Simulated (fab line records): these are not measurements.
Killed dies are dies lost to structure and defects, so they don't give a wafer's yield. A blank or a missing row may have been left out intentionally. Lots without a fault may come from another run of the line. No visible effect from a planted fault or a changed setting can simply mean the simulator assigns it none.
A lot that was struck, set against a sound lot + flow berkeleyCmos170 + 17 out of 331 route steps
Sound: these wafers, L345.3, L345.5, L345.6. Wafers L355.1, L355.2, L355.5 were the ones struck. The cause comes at the end.
Order at every step that has rows: each side's tool, ch and its chambers, its first start. Under that, the readings that differ: sound wafers + struck wafers + difference of the means + sigmas: that difference in standard deviations of wafers without a fault.
alike: words and numbers the same on both sides, and readings whose means are apart by under 2 such deviations; not compared: readings that were withheld, readings missing a value for some wafer, numbers with overlapping values and no deviation given by the record, and bounds like >300 which may hide the same value.
Wherever a step has rows on one side only, a row that says differs or no value, or a row with sigmas, the two part there. Non-overlapping numbers with no deviation appear without sigmas and do not part them. A reading missing from all wafers of one side parts the sides only when that side holds two or more wafers.

first, 1 step without rows for these wafers: UCB170_PWELL_OXIDATION_02 (target thk 26.4 nm, ox time 1260 s).
UCB170_PWELL_THK_MEAS_03:
  sound: filmMetro-02 at day 3 07:35; struck: filmMetro-02 at day 5 11:49
  alike: PWELL_OXIDE_THK
then, 2 steps without rows for these wafers: UCB170_PWELL_ANNEAL_04 (time 900 s); UCB170_PWELL_CVD_05 (deposits Si3N4 from SiH2Cl2/NH3, target thk 220 nm, time 3300 s).
UCB170_PWELL_THK_MEAS_06:
  sound: filmMetro-01 at day 3 13:07; struck: filmMetro-01 at day 5 20:04
  alike: PWELL_NITRIDE_THK
then, 6 steps without rows for these wafers: UCB170_PWELL_HMDS_07 (prime time 60 s); UCB170_PWELL_COAT_08 (resist thk 900 nm); UCB170_PWELL_SOFTBAKE_09 (time 60 s); UCB170_PWELL_EXPOSE_10 (exposes mask PWELL, target cd 3000 nm); UCB170_PWELL_PEB_11; UCB170_PWELL_DEVELOP_12 (develop time 45 s).
UCB170_PWELL_OVL_MEAS_13:
  sound: overlay-01 at day 3 14:00; struck: overlay-01 at day 5 21:41
  alike: PWELL_OVL
UCB170_PWELL_ETCH_14: etches Si3N4 in CH3F/Ar/O2, stops on SiO2, target depth 242 nm, time 151 s.
  sound on rieDiel-02 ch 0,1,2, day 3 14:01; struck on rieDiel-02 ch 0,3, day 5 21:44
| reading                                     | sound             | struck                  | difference | sigmas |
|---------------------------------------------|-------------------|-------------------------|------------|--------|
| oesProductAu (a.u.)                         | 0.958 0.944 0.960 | 0.877 0.893 0.886       | -0.069     | -5     |
| overEtchFrac                                | 0.1 0.1 0.1       | 0.21332 0.21332 0.21332 | +0.11332   |        |
| model.KrF_of_PWELL_COAT_08.thkNm (nm)       | 727.4 726.8 722.4 | 708.9 713.4 707         | -15.8      |        |
| model.SiO2_of_PWELL_OXIDATION_02.thkNm (nm) | 23.59 23.27 23.41 | 18.67 19.22 19.54       | -4.28      |        |
  alike: O2_flow_sccm, drypumpMotorCurrentA, mfcArSccm, throttleValvePct
  not compared: rfHoursCounterH
next, for these wafers, 1 step has no rows: UCB170_PWELL_IMPLANT_15.
UCB170_PWELL_STRIP_16: strips in O2.
  sound on plasmaAsher-04 ch 0,1, day 3 14:19; struck on plasmaAsher-04 ch 0,1, day 5 21:59
| reading                  | sound             | struck            | difference | sigmas |
|--------------------------|-------------------|-------------------|------------|--------|
| stripTimeToEndpointS (s) | 18.16 18.16 18.04 | 17.71 17.82 17.68 | -0.38      | -5     |
  alike: drypumpMotorCurrentA, oesProductAu
  not compared: rfHoursCounterH
UCB170_PWELL_TW_MEAS_17:
  sound: filmMetro-02 at day 3 14:23; struck: filmMetro-01 at day 5 22:05
  alike: PWELL_TW
-- the record jumps here: 5 days lie between the struck wafers' starts before and after (it left off in module PWELL and takes up again in module M3, whose first step shown is number 331 of the route) --
UCB170_M3_PROBE_99:
  only the struck wafers here have rows in the record (prober-02, day 10 13:37); the sound ones have none

== WHERE THEY PART ==
At UCB170_PWELL_ETCH_14 first; at UCB170_M3_PROBE_99 last (within this record only).

WHY: the cause the simulator had injected
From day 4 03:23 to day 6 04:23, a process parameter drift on rieDiel-02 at UCB170_PWELL_ETCH_14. A move of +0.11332 in setting overEtchFrac, from 0.1. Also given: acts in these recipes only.
